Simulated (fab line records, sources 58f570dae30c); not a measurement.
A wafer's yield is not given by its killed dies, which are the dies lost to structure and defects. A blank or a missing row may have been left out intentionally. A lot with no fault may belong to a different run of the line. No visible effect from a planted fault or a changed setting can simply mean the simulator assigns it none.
Which tool is to blame? || flow berkeleyCmos170 || Sampling: 14 lots, 42 wafers, 3 of 331 route steps

WHAT THE GAUGES SHOWED, per wafer
UCB170_PLDD_CD_MEAS_06: target cd 1200 nm.
{"lot": "L665", "measured": "day 6 03:28", "on": "cdSem-02", "cdNm (nm)": "1201.3 1200.0 1201.1"}
{"lot": "L668", "measured": "day 7 05:09", "on": "cdSem-01", "cdNm (nm)": "1201.1 1201.5 1201.5"}
{"lot": "L669", "measured": "day 7 17:40", "on": "cdSem-01", "cdNm (nm)": "1200.4 1200.1 1200.7"}
{"lot": "L670", "measured": "day 7 17:56", "on": "cdSem-01", "cdNm (nm)": "1200.2 1197.5 1198.6"}
{"lot": "L671", "measured": "day 7 17:24", "on": "cdSem-02", "cdNm (nm)": "1200.0 1201.0 1200.7"}
{"lot": "L672", "measured": "day 7 17:41", "on": "cdSem-02", "cdNm (nm)": "1199.6 1200.2 1200.5"}
{"lot": "L673", "measured": "day 7 21:47", "on": "cdSem-02", "cdNm (nm)": "1200.6 1199.2 1199.0"}
{"lot": "L674", "measured": "day 7 22:07", "on": "cdSem-01", "cdNm (nm)": "1200.4 1199.8 1200.1"}
{"lot": "L675", "measured": "day 8 06:52", "on": "cdSem-02", "cdNm (nm)": "1201.2 1200.0 1199.8"}
{"lot": "L677", "measured": "day 9 08:26", "on": "cdSem-01", "cdNm (nm)": "1202.4 1200.7 1200.8"}
{"lot": "L684", "measured": "day 10 05:46", "on": "cdSem-01", "cdNm (nm)": "1198.7 1200.2 1201.2"}
{"lot": "L683", "measured": "day 10 05:31", "on": "cdSem-01", "cdNm (nm)": "1200.8 1200.8 1200.1"}
{"lot": "L687", "measured": "day 11 07:40", "on": "cdSem-01", "cdNm (nm)": "1203.1 1202.4 1201.9"}
{"lot": "L686", "measured": "day 11 07:36", "on": "cdSem-02", "cdNm (nm)": "1200.5 1199.8 1200.9"}

UCB170_SILICIDE_RS_MEAS_02: a four-point-probe measurement.
{"lot": "L665", "measured": "day 6 16:34", "on": "filmMetro-04", "SILICIDE_TI_RS (ohm/sq)": "26.8 26.8 27.0"}
{"lot": "L668", "measured": "day 7 16:59", "on": "filmMetro-01", "SILICIDE_TI_RS (ohm/sq)": "27.5 27.1 27.0"}
{"lot": "L669", "measured": "day 8 07:50", "on": "filmMetro-02", "SILICIDE_TI_RS (ohm/sq)": "27.1 27.2 26.9"}
{"lot": "L670", "measured": "day 8 08:05", "on": "filmMetro-02", "SILICIDE_TI_RS (ohm/sq)": "26.4 25.9 26.1"}
{"lot": "L671", "measured": "day 8 07:36", "on": "filmMetro-02", "SILICIDE_TI_RS (ohm/sq)": "26.9 26.5 26.5"}
{"lot": "L672", "measured": "day 8 07:35", "on": "filmMetro-04", "SILICIDE_TI_RS (ohm/sq)": "26.9 26.9 26.3"}
{"lot": "L673", "measured": "day 8 12:55", "on": "filmMetro-02", "SILICIDE_TI_RS (ohm/sq)": "26.8 26.6 26.6"}
{"lot": "L674", "measured": "day 8 12:46", "on": "filmMetro-04", "SILICIDE_TI_RS (ohm/sq)": "27.0 26.5 27.2"}
{"lot": "L675", "measured": "day 8 20:38", "on": "filmMetro-04", "SILICIDE_TI_RS (ohm/sq)": "27.2 27.4 27.0"}
{"lot": "L677", "measured": "day 9 21:57", "on": "filmMetro-01", "SILICIDE_TI_RS (ohm/sq)": "26.7 27.1 27.5"}
{"lot": "L684", "measured": "day 10 20:20", "on": "filmMetro-02", "SILICIDE_TI_RS (ohm/sq)": "27.3 27.0 27.1"}
{"lot": "L683", "measured": "day 10 19:25", "on": "filmMetro-02", "SILICIDE_TI_RS (ohm/sq)": "26.8 27.2 26.9"}
{"lot": "L687", "measured": "day 11 20:17", "on": "filmMetro-01", "SILICIDE_TI_RS (ohm/sq)": "26.6 26.3 26.5"}
{"lot": "L686", "measured": "day 11 20:22", "on": "filmMetro-04", "SILICIDE_TI_RS (ohm/sq)": "26.9 27.2 27.1"}

WHAT TOOL EACH LOT RAN ON (gives the tool, then ch and the chambers of the sampled wafers, and finally the start)
{"lot": "L665", "UCB170_ACTIVE_ETCH_15": "rieDiel-02 ch 0,1,2, day 4 09:56"}
{"lot": "L668", "UCB170_ACTIVE_ETCH_15": "rieDiel-01 ch 0,1,2, day 5 06:30"}
{"lot": "L669", "UCB170_ACTIVE_ETCH_15": "rieDiel-01 ch 2,3, day 5 15:47"}
{"lot": "L670", "UCB170_ACTIVE_ETCH_15": "rieDiel-02 ch 0,3, day 5 16:04"}
{"lot": "L671", "UCB170_ACTIVE_ETCH_15": "rieDiel-04 ch 0,3, day 5 18:59"}
{"lot": "L672", "UCB170_ACTIVE_ETCH_15": "rieDiel-01 ch 0,3, day 5 19:13"}
{"lot": "L673", "UCB170_ACTIVE_ETCH_15": "rieDiel-02 ch 1,3, day 6 00:10"}
{"lot": "L674", "UCB170_ACTIVE_ETCH_15": "rieDiel-04 ch 0,1, day 6 00:26"}
{"lot": "L675", "UCB170_ACTIVE_ETCH_15": "rieDiel-02 ch 1,2, day 6 06:27"}
{"lot": "L677", "UCB170_ACTIVE_ETCH_15": "rieDiel-01 ch 0,1,3, day 7 06:46"}
{"lot": "L684", "UCB170_ACTIVE_ETCH_15": "rieDiel-02 ch 0,1,3, day 7 23:53"}
{"lot": "L683", "UCB170_ACTIVE_ETCH_15": "rieDiel-04 ch 0,2,3, day 8 00:00"}
{"lot": "L687", "UCB170_ACTIVE_ETCH_15": "rieDiel-01 ch 0,2,3, day 9 02:02"}
{"lot": "L686", "UCB170_ACTIVE_ETCH_15": "rieDiel-02 ch 0,1,3, day 9 06:52"}
- UCB170_ACTIVE_ETCH_15: etches Si3N4 in CH3F/Ar/O2, stops on SiO2, target depth 242 nm, time 151 s.

WHAT THE TOOLS THEMSELVES READ (means of the sampled wafers that have a number; where no wafer has one, the mark that the record gives instead)
UCB170_ACTIVE_ETCH_15.
{"lot": "L665", "tool": "rieDiel-02", "drypumpMotorCurrentA (A)": 5.8, "oesProductAu (a.u.)": 0.954, "throttleValvePct (%)": 8.04}
{"lot": "L668", "tool": "rieDiel-01", "drypumpMotorCurrentA (A)": 6.1, "oesProductAu (a.u.)": 0.960, "throttleValvePct (%)": 8.16}
{"lot": "L669", "tool": "rieDiel-01", "drypumpMotorCurrentA (A)": 6.0, "oesProductAu (a.u.)": 0.952, "throttleValvePct (%)": 8.19}
{"lot": "L670", "tool": "rieDiel-02", "drypumpMotorCurrentA (A)": 5.6, "oesProductAu (a.u.)": 0.951, "throttleValvePct (%)": 8.10}
{"lot": "L671", "tool": "rieDiel-04", "drypumpMotorCurrentA (A)": 5.8, "oesProductAu (a.u.)": 0.946, "throttleValvePct (%)": 8.03}
{"lot": "L672", "tool": "rieDiel-01", "drypumpMotorCurrentA (A)": 6.0, "oesProductAu (a.u.)": 0.956, "throttleValvePct (%)": 8.09}
{"lot": "L673", "tool": "rieDiel-02", "drypumpMotorCurrentA (A)": 5.1, "oesProductAu (a.u.)": 0.946, "throttleValvePct (%)": 8.01}
{"lot": "L674", "tool": "rieDiel-04", "drypumpMotorCurrentA (A)": 5.5, "oesProductAu (a.u.)": 0.955, "throttleValvePct (%)": 8.20}
{"lot": "L675", "tool": "rieDiel-02", "drypumpMotorCurrentA (A)": 5.9, "oesProductAu (a.u.)": 0.954, "throttleValvePct (%)": 8.11}
{"lot": "L677", "tool": "rieDiel-01", "drypumpMotorCurrentA (A)": 6.2, "oesProductAu (a.u.)": 0.960, "throttleValvePct (%)": 8.11}
{"lot": "L684", "tool": "rieDiel-02", "drypumpMotorCurrentA (A)": 5.3, "oesProductAu (a.u.)": 0.939, "throttleValvePct (%)": 8.05}
{"lot": "L683", "tool": "rieDiel-04", "drypumpMotorCurrentA (A)": 5.6, "oesProductAu (a.u.)": 0.944, "throttleValvePct (%)": 8.11}
{"lot": "L687", "tool": "rieDiel-01", "drypumpMotorCurrentA (A)": 6.0, "oesProductAu (a.u.)": 0.956, "throttleValvePct (%)": 8.14}
{"lot": "L686", "tool": "rieDiel-02", "drypumpMotorCurrentA (A)": 5.3, "oesProductAu (a.u.)": 0.953, "throttleValvePct (%)": 8.05}

THE ANSWER, worked out from the rows above alone
Rule: the lots themselves supply what counts as usual. The widest of any qualifying gaps counts: lots, ordered by their means at a reading, are off when they make up no more than a third of the lots, leave a main group of 4 or more, and stand apart from it by 3 or more times the standard deviation of that group's means. A main group whose means are all the same, to the digits that the tables above print for the reading, isn't used. Also off: a lot with no number at a reading for which 4 or more lots have one. The other lots that the step has rows for count as sound. Order of review: gauges by route order, followed by the tools' own readings, for which a lot's mean as printed above is used. At the first step where some lot is off, the reading lying furthest off is the one used; lots without a number count as furthest.
No lot is off at any reading shown: from this, nothing can be told.

WHAT THE SIMULATOR PUT IN
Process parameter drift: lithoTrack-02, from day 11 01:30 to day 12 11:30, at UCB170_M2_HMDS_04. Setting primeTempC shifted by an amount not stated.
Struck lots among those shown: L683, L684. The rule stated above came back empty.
